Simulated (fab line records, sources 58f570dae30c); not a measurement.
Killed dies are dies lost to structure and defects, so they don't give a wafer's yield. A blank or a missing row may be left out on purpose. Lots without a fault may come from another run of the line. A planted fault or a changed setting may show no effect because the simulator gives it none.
A struck lot beside a sound one | flow berkeley_cmos170 | 14 steps out of a route of 331
Sound: wafers L883.1, L883.4, L883.6. Struck: wafers L887.1, L887.4, L887.5. The cause comes at the end.
At each step with rows: each side's tool, then ch and its chambers, then its first start. Under that, the readings that differ: sound wafers | struck wafers | difference of the means | sigmas: that difference in standard deviations of wafers without a fault.
alike: readings whose means differ by less than 2 such deviations, and words and numbers that are the same on both sides. not compared: withheld readings, readings that some wafer has no value for, bounds like >300 that may hide the same value, and numbers for which the record gives no deviation and whose values overlap.
The two part at a step that has a row with sigmas, a row that says differs or no value, or rows on one side only. Numbers that don't overlap but have no deviation are shown without sigmas and don't part them. A reading that every wafer of one side lacks parts them only if that side has two wafers or more.

UCB170_GATE_CD_MEAS_12: target cd 350 nm.
  sound on cd_sem-01, day 7 04:13; struck on cd_sem-01, day 7 19:16
  alike: cd_nm
UCB170_GATE_OVL_MEAS_13:
  sound on overlay-01, day 7 04:20; struck on overlay-02, day 7 19:23
  alike: GATE_OVL
UCB170_GATE_ETCH_14: etches BARC in N2/H2.
  sound on rie_diel-04 ch 0,2, day 7 04:23; struck on rie_diel-01 ch 0,1, day 7 19:25
  reading               | sound             | struck            | difference | sigmas
  oes_product_au (a.u.) | 1.012 1.018 1.010 | 0.978 0.967 0.968 | -0.042     | -2
  alike: drypump_motor_current_A, n2_flow_sccm, throttle_valve_pct
UCB170_GATE_ETCH_15: etches poly-Si in HBr/Cl2, stops on SiO2, time 56.3 s, target depth 278.2 nm.
  sound on rie_si-02 ch 0,1, day 7 04:25; struck on rie_si-01 ch 0,1,3, day 7 19:28
  alike: drypump_motor_current_A, oes_product_au, throttle_valve_pct
  not compared: rf_hours_counter_h
UCB170_GATE_STRIP_16: strips in O2.
  sound on plasma_asher-04 ch 0,1, day 7 04:28; struck on plasma_asher-01 ch 0, day 7 19:31
  alike: drypump_motor_current_A, oes_product_au
  not compared: rf_hours_counter_h
UCB170_GATE_CD_MEAS_90: target cd 350 nm.
  sound on cd_sem-02, day 7 04:34; struck on cd_sem-01, day 7 19:37
  alike: cd_nm
then, 6 steps without rows for these wafers: UCB170_GATE_CLEAN_17 (cleans in SPM, time 600 s); UCB170_PLDD_HMDS_00 (prime time 60 s); UCB170_PLDD_COAT_01 (resist thk 900 nm); UCB170_PLDD_SOFTBAKE_02 (time 60 s); UCB170_PLDD_EXPOSE_03 (exposes mask PSELECT, target cd 1200 nm); UCB170_PLDD_PEB_04.
UCB170_PLDD_DEVELOP_05: develop time 45 s.
  sound on litho_track-03 ch 0, day 7 06:00; struck on litho_track-02, day 7 21:00
  no value came back on the struck wafers for chill_plate_temp_C (C), develop_time_s (s); on the sound wafers chill_plate_temp_C (C) reads 23.16 22.98 23.03
  reading                               | sound           | struck          | difference | sigmas
  model.KrF_of_PLDD_COAT_01.thk_nm (nm) | 887 886.5 889.4 | 896.7 892.9 897 | +7.9       |
UCB170_PLDD_CD_MEAS_06: target cd 1200 nm.
  sound on cd_sem-01, day 7 06:23; struck on cd_sem-01, day 7 21:45
  reading    | sound                | struck | difference                    | sigmas
  cd_nm (nm) | 1202.2 1201.4 1202.2 | - - -  | no value on the struck wafers |

WHERE THEY PART
First at UCB170_GATE_ETCH_14; last, within this record, at UCB170_PLDD_CD_MEAS_06.

WHY: what the simulator had put in
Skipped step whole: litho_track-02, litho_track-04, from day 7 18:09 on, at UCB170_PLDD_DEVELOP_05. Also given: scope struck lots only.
